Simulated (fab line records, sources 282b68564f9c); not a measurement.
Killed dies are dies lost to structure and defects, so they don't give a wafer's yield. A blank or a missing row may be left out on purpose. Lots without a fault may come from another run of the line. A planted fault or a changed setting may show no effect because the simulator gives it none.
Split-lot experiment | flow rit_cmos | 5 lots, 23 wafers read, on a route of 202 steps

THE SPLIT
At RIT_NWELL_IMPLANT_08, the setting energy_kev was moved away from the recipe's 170 on 11 of the 23 wafers read, by -4.8% to +4.0%. The other wafers ran this setting at the recipe's value.

The reading is taken at the split's own step.

THE READING
implant.drp_nm (the simulator's own value, which no gauge read), in nm, at RIT_NWELL_IMPLANT_08. The file gives no usual value for it.

wafer  | tool, chamber at the split | energy_kev as run | against the recipe | implant.drp_nm, nm | against lot-mates on the recipe
L076.1 | implanter-02, 0            | 161.9             | -4.8%              | 66.4               | -2.42
L076.2 | implanter-02, 0            | 161.9             | -4.8%              | 66.4               | -2.42
L076.4 | implanter-02, 0            | 170               | recipe             | 68.82              | -
L076.5 | implanter-02, 0            | 170               | recipe             | 68.82              | -
L076.6 | implanter-02, 0            | 170               | recipe             | 68.82              | -
L077.2 | implanter-04, 0            | 170               | recipe             | 68.82              | -
L077.4 | implanter-04, 0            | 170               | recipe             | 68.82              | -
L077.3 | implanter-04, 0            | 166.9             | -1.8%              | 67.9               | -0.92
L077.5 | implanter-04, 0            | 166.9             | -1.8%              | 67.9               | -0.92
L077.6 | implanter-04, 0            | 166.9             | -1.8%              | 67.9               | -0.92
L079.1 | implanter-02, 0            | 166.2             | -2.2%              | 67.69              | -1.13
L079.3 | implanter-02, 0            | 166.2             | -2.2%              | 67.69              | -1.13
L079.5 | implanter-02, 0            | 166.2             | -2.2%              | 67.69              | -1.13
L079.4 | implanter-02, 0            | 170               | recipe             | 68.82              | -
L079.6 | implanter-02, 0            | 170               | recipe             | 68.82              | -
L084.1 | implanter-02, 0            | 170               | recipe             | 68.82              | -
L084.4 | implanter-02, 0            | 170               | recipe             | 68.82              | -
L084.5 | implanter-02, 0            | 170               | recipe             | 68.82              | -
L085.1 | implanter-03, 0            | 176.8             | +4.0%              | 70.88              | +2.06
L085.3 | implanter-03, 0            | 176.8             | +4.0%              | 70.88              | +2.06
L085.6 | implanter-03, 0            | 176.8             | +4.0%              | 70.88              | +2.06
L085.2 | implanter-03, 0            | 170               | recipe             | 68.82              | -
L085.5 | implanter-03, 0            | 170               | recipe             | 68.82              | -

THE FIT
A straight line over all 23 wafers: implant.drp_nm changes by +0.511 nm for each +1% of energy_kev; r = +1.00; the points scatter about the line by 0.0072 nm.
The same after taking each lot's own level away (the mean of its wafers on the recipe; 23 wafers): +0.511 nm for each +1%; r = +1.00; scatter 0.0072 nm.
On that fit, the largest move of energy_kev shifts the reading by 2.4 nm.
The lots' own levels span 68.820 to 68.820 nm.
So the lot-to-lot level changes the slope little: the two slopes agree.
Check: with one of the wafers moved furthest among these (-4.8%) left out of the fit, the line predicts -2.43 nm for it against its lot-mates. It came out at -2.42 nm against them.

OTHER SPLITS ON THESE WAFERS
These wafers also went through other splits before the reading. Each is held against what the fit with the lots' levels taken away leaves over:
other split on the same wafers | wafers away from the commonest value | r with implant.drp_nm (lot level and that fit taken away)
RIT_ACTIVE_EXPOSE_08 dose_mj   | 6                                    | -0.48
RIT_ACTIVE_HARDBAKE_12 temp_c  | 9                                    | +0.15
RIT_FOX2_OXIDATION_00 temp_c   | 18                                   | +0.18

THE WHOLE CHAIN: every reading that the file lists as answering this split, in the file's order
step                 | what it does | reading                                                         | change (the file's fit)               | r (the file's)
RIT_NWELL_IMPLANT_08 |              | implant.rp_nm (the simulator's own value, which no gauge read)  | +2.23 nm for each +1% of the setting  | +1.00
RIT_NWELL_IMPLANT_08 |              | implant.drp_nm (the simulator's own value, which no gauge read) | +0.511 nm for each +1% of the setting | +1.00

THE FILE'S OWN FIT
implant.drp_nm changes by +0.511 nm for each +1% of energy_kev, r = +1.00.
